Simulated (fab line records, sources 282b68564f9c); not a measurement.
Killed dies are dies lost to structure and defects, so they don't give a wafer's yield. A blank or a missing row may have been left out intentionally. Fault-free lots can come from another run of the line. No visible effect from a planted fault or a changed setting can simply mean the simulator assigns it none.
The tool behind it: which one? ; flow rit_cmos ; 39 wafers from 13 lots sampled at 2 of the route's 202 steps

== WHAT THE GAUGES SHOWED, per wafer ==
RIT_ACTIVE_THK_MEAS_04.
lot;measured;on;ACTIVE_NITRIDE_THK (nm)
L559;day 1 14:28;film_metro-03;148.4 147.6 148.7
L560;day 1 19:14;film_metro-01;151.8 153.0 152.6
L561;day 1 23:58;film_metro-01;151.3 153.0 152.4
L562;day 2 04:32;film_metro-03;152.2 151.1 150.8
L564;day 2 14:51;film_metro-03;151.6 152.1 152.6
L565;day 2 20:56;film_metro-01;152.1 151.1 151.6
L566;day 3 05:04;film_metro-01;153.3 154.9 152.6
L567;day 3 08:33;film_metro-04;151.9 151.2 152.6
L568;day 3 12:31;film_metro-04;150.3 151.0 150.8
L570;day 3 20:58;film_metro-04;152.9 154.7 152.7
L576;day 5 03:38;film_metro-04;251.7 253.5 253.1
L580;day 6 00:04;film_metro-03;150.6 149.1 150.4
L582;day 6 08:32;film_metro-04;152.7 152.1 152.5

== TOOL THAT RAN EACH LOT (tool first, then ch and the chambers of the sampled wafers, then the start) ==
lot;RIT_ACTIVE_CVD_03
L559;lpcvd-01 ch 1, day 1 13:01
L560;lpcvd-01 ch 1, day 1 17:49
L561;lpcvd-02 ch 1, day 1 22:34
L562;lpcvd-02 ch 1, day 2 03:07
L564;lpcvd-02 ch 0, day 2 13:26
L565;lpcvd-01 ch 1, day 2 19:30
L566;lpcvd-02 ch 1, day 3 03:38
L567;lpcvd-02 ch 0, day 3 07:08
L568;lpcvd-01 ch 0, day 3 10:23
L570;lpcvd-02 ch 0, day 3 19:32
L576;lpcvd-01 ch 1, day 5 02:13
L580;lpcvd-01 ch 0, day 5 22:39
L582;lpcvd-02 ch 0, day 6 07:07
- RIT_ACTIVE_CVD_03: deposits Si3N4 from SiH2Cl2/NH3, target thk 150 nm, time 1500 s.

== WHAT THE TOOLS THEMSELVES READ (means of the sampled wafers that have a number; where no wafer has one, the mark that the record gives instead) ==
RIT_ACTIVE_CVD_03.
lot;tool;spike_tc_centre_C (C);spike_tc_load_C (C);spike_tc_source_C (C);susceptor_temp_C (C);zone_power_centre_pct (%)
L559;lpcvd-01;811.0;831.2;830.7;809.9;30
L560;lpcvd-01;812.3;831.8;830.7;810.1;29
L561;lpcvd-02;811.4;831.7;833.2;810.0;42
L562;lpcvd-02;811.4;831.5;834.0;809.9;43
L564;lpcvd-02;813.7;834.0;825.9;810.0;45
L565;lpcvd-01;812.1;831.0;828.9;809.7;29
L566;lpcvd-02;812.5;832.5;834.4;809.9;42
L567;lpcvd-02;813.7;835.4;826.7;810.2;44
L568;lpcvd-01;812.2;830.8;830.1;810.1;40
L570;lpcvd-02;813.8;835.4;827.7;810.0;45
L576;lpcvd-01;857.4;876.7;875.9;854.8;31
L580;lpcvd-01;813.4;830.9;830.7;810.2;40
L582;lpcvd-02;814.3;834.9;827.0;810.0;44

== THE ANSWER, worked out from the rows above alone ==
Rule: the usual values come from the lots themselves. The widest of any qualifying gaps counts: lots, ordered by their means at a reading, are off when they make up no more than a third of the lots, leave a main group of 4 or more, and stand apart from it by 3 or more times the standard deviation of that group's means. A main group is skipped when, at the precision printed for the reading in the tables above, its means are all equal. Also off: a lot with no number at a reading for which 4 or more lots have one. The other lots that the step has rows for count as sound. The gauges are gone through in route order, then the tools' own readings, and for those a lot's mean is taken as printed above. At the first step where some lot is off, the reading lying furthest off is the one used; lots without a number count as furthest.
Off: at RIT_ACTIVE_THK_MEAS_04 (ACTIVE_NITRIDE_THK), L576. The main group: mean 151.7 nm, standard deviation 1.4.
If a tool, at a process step before that reading, ran all the lots that are off and no sound lot after the first of them, it fits. The gauges at RIT_ACTIVE_THK_MEAS_04 aren't tried: what is off there is off at RIT_ACTIVE_CVD_03 too, on other tools, and a gauge's error can't cause that. None of those tried fits.

== WHAT HAD BEEN PUT IN BY THE SIMULATOR ==
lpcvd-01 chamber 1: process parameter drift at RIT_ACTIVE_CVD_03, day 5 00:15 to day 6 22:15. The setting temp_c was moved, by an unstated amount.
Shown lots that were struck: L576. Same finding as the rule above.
